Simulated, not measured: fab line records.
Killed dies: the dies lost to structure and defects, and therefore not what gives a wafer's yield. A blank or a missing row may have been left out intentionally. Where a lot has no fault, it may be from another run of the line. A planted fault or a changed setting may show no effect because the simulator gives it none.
What tool caused it? ; flow rit_cmos ; 15 lots with 45 wafers sampled at 2 steps, on a route of 202 steps

== WHAT THE GAUGES SHOWED, per wafer ==
RIT_FOX2_THK_MEAS_91. Usual: for FIELD_OXIDE_LEFT_2_THK the level is 254 nm and the standard deviation is 7.3.
lot;measured;on;FIELD_OXIDE_LEFT_2_THK (nm);flag
L857;day 2 12:55;film_metro-04;249 255 252;
L858;day 2 19:11;film_metro-03;260 260 257;
L859;day 3 00:05;film_metro-04;250 247 246;
L860;day 3 05:45;film_metro-01;251 255 257;
L861;day 3 10:03;film_metro-04;245 245 246;
L864;day 4 00:06;film_metro-01;312 318 322;OFF
L865;day 4 05:51;film_metro-04;307 311 309;OFF
L866;day 4 10:08;film_metro-01;302 304 304;OFF
L871;day 5 11:13;film_metro-01;257 253 254;
L872;day 5 16:29;film_metro-03;255 246 249;
L873;day 5 21:24;film_metro-03;255 260 259;
L875;day 6 07:35;film_metro-04;250 253 248;
L876;day 6 11:17;film_metro-03;248 250 251;
L877;day 6 17:25;film_metro-01;255 250 257;
L878;day 6 21:33;film_metro-03;253 245 254;

== WHAT TOOL EACH LOT RAN ON (gives the tool, then ch and the chambers of the sampled wafers, and finally the start) ==
lot;RIT_GATE_WET_ETCH_00
L857;wet_bench-01 ch 3, day 2 12:29
L858;wet_bench-03 ch 2, day 2 18:43
L859;wet_bench-04 ch 2, day 2 23:38
L860;wet_bench-01 ch 3, day 3 05:20
L861;wet_bench-01 ch 2, day 3 09:37
L864;wet_bench-03 ch 1, day 3 23:41
L865;wet_bench-01 ch 0, day 4 05:26
L866;wet_bench-03 ch 3, day 4 09:44
L871;wet_bench-04 ch 2, day 5 10:47
L872;wet_bench-04 ch 0, day 5 16:02
L873;wet_bench-03 ch 2, day 5 20:56
L875;wet_bench-03 ch 2, day 6 07:10
L876;wet_bench-04 ch 0, day 6 10:52
L877;wet_bench-03 ch 2, day 6 16:59
L878;wet_bench-03 ch 3, day 6 21:07
- RIT_GATE_WET_ETCH_00: etches SiO2 in BOE, target depth 56 nm, time 60 s.

== WHAT THE TOOLS THEMSELVES READ (means of the sampled wafers that have a number; where no wafer has one, the mark that the record gives instead) ==
RIT_GATE_WET_ETCH_00. Usual: bath_heat_duty_pct 1.6 %, standard deviation 0.39; run_length_s 88 s, standard deviation 3.7.
lot;tool;bath_heat_duty_pct (%);run_length_s (s);flag
L857;wet_bench-01;1.5;92;
L858;wet_bench-03;1.5;93;
L859;wet_bench-04;1.6;93;
L860;wet_bench-01;1.2;92;
L861;wet_bench-01;1.6;93;
L864;wet_bench-03;-;-;OFF
L865;wet_bench-01;-;-;OFF
L866;wet_bench-03;-;-;OFF
L871;wet_bench-04;2.1;86;
L872;wet_bench-04;1.5;85;
L873;wet_bench-03;2.0;93;
L875;wet_bench-03;1.9;94;
L876;wet_bench-04;1.1;85;
L877;wet_bench-03;2.1;86;
L878;wet_bench-03;1.7;92;

== THE ANSWER, worked out from the rows above alone ==
Rule: lot off if the mean of its wafers having a number is beyond 3 standard deviations from the usual mean. Also off: a lot with no number at a reading for which 4 or more lots have one. All remaining lots with rows at the step are treated as sound. The gauges are gone through in route order, then the tools' own readings, and for those a lot's mean is taken as printed above. The first step at which some lot is off is used, and at that step the reading that is off furthest; a lot without a number counts as furthest.
Off: L864, L865, L866, seen at RIT_FOX2_THK_MEAS_91 (FIELD_OXIDE_LEFT_2_THK).
A tool fits if, at a process step before that reading, it ran every lot that is off, and no sound lot after the first of them. The gauges at RIT_FOX2_THK_MEAS_91 aren't tried: what is off there is off at RIT_GATE_WET_ETCH_00 too, on other tools, and a gauge's error can't cause that. Not one of the candidates tried fits.

== WHAT WAS PUT IN BY THE SIMULATOR ==
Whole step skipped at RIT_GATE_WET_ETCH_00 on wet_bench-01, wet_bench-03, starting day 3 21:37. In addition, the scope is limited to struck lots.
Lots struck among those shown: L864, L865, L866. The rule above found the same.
